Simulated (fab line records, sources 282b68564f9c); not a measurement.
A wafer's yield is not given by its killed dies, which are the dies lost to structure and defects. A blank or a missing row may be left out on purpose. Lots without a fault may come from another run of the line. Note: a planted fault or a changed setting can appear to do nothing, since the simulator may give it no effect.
Which tool did it? :: flow rit-cmos :: 18 wafers from 6 lots sampled at 3 of the route's 202 steps

## WHAT THE GAUGES SHOWED, per wafer
RIT_M1_RS_MEAS_01: the measuring method here is four-point-probe.
lot: L812
measured: day 4 02:27
on: film-metro-04
M1_AL_RS (ohm/sq): 0.0741 0.0740 0.0737

lot: L815
measured: day 4 15:55
on: film-metro-03
M1_AL_RS (ohm/sq): 0.0729 0.0730 0.0728

lot: L820
measured: day 5 18:17
on: film-metro-02
M1_AL_RS (ohm/sq): 0.0739 0.0732 0.0739

lot: L822
measured: day 6 06:50
on: film-metro-03
M1_AL_RS (ohm/sq): 0.0738 0.0735 0.0739

lot: L825
measured: day 6 18:53
on: film-metro-02
M1_AL_RS (ohm/sq): 0.0745 0.0741 0.0748

lot: L830
measured: day 7 19:20
on: film-metro-04
M1_AL_RS (ohm/sq): 0.0702 0.0709 0.0702

## TOOL THAT RAN EACH LOT (tool first, then ch and the chambers of the sampled wafers, then the start)
lot: L812
RIT_SILICIDE_SPUTTER_01: pvd-sputter-03, day 3 23:19
RIT_M1_SPUTTER_00: pvd-sputter-01, day 4 02:08

lot: L815
RIT_SILICIDE_SPUTTER_01: pvd-sputter-02, day 4 12:22
RIT_M1_SPUTTER_00: pvd-sputter-04, day 4 15:38

lot: L820
RIT_SILICIDE_SPUTTER_01: pvd-sputter-03, day 5 15:09
RIT_M1_SPUTTER_00: pvd-sputter-01, day 5 17:58

lot: L822
RIT_SILICIDE_SPUTTER_01: pvd-sputter-03, day 6 03:40
RIT_M1_SPUTTER_00: pvd-sputter-01, day 6 06:33

lot: L825
RIT_SILICIDE_SPUTTER_01: pvd-sputter-02, day 6 15:49
RIT_M1_SPUTTER_00: pvd-sputter-04, day 6 18:34

lot: L830
RIT_SILICIDE_SPUTTER_01: pvd-sputter-03, day 7 16:16
RIT_M1_SPUTTER_00: pvd-sputter-01, day 7 19:01
- RIT_SILICIDE_SPUTTER_01: material Ti, target thk 30 nm, time 233.6 s.
- RIT_M1_SPUTTER_00: material Al, target thk 400 nm, time 500 s.

## THE ANSWER, worked out from the rows above alone
Rule: the lots themselves supply what counts as usual. Put in order of their means at a reading, lots are off if they are a third of the lots or fewer, leave a main group of 4 or more, and stand apart from it by a gap of 3 or more times the standard deviation of the main group's means; of several such gaps the widest counts. Not used: any main group whose means are identical at the precision the tables above print for the reading. A lot without any number at a reading at which 4 lots or more have one is off too. Any other lot the step has rows for is counted as sound.
Off: L830, seen at RIT_M1_RS_MEAS_01 (M1_AL_RS). The main group has a mean of 0.0737 ohm/sq with a standard deviation of 0.00051.
If a tool, at a process step before that reading, ran all the lots that are off and no sound lot after the first of them, it fits. The gauges at RIT_M1_RS_MEAS_01 are tried like those tools. Can't be told from this: 3 tools fit, pvd-sputter-03 at RIT_SILICIDE_SPUTTER_01, pvd-sputter-01 at RIT_M1_SPUTTER_00, film-metro-04 at RIT_M1_RS_MEAS_01.

## WHAT HAD BEEN PUT IN BY THE SIMULATOR
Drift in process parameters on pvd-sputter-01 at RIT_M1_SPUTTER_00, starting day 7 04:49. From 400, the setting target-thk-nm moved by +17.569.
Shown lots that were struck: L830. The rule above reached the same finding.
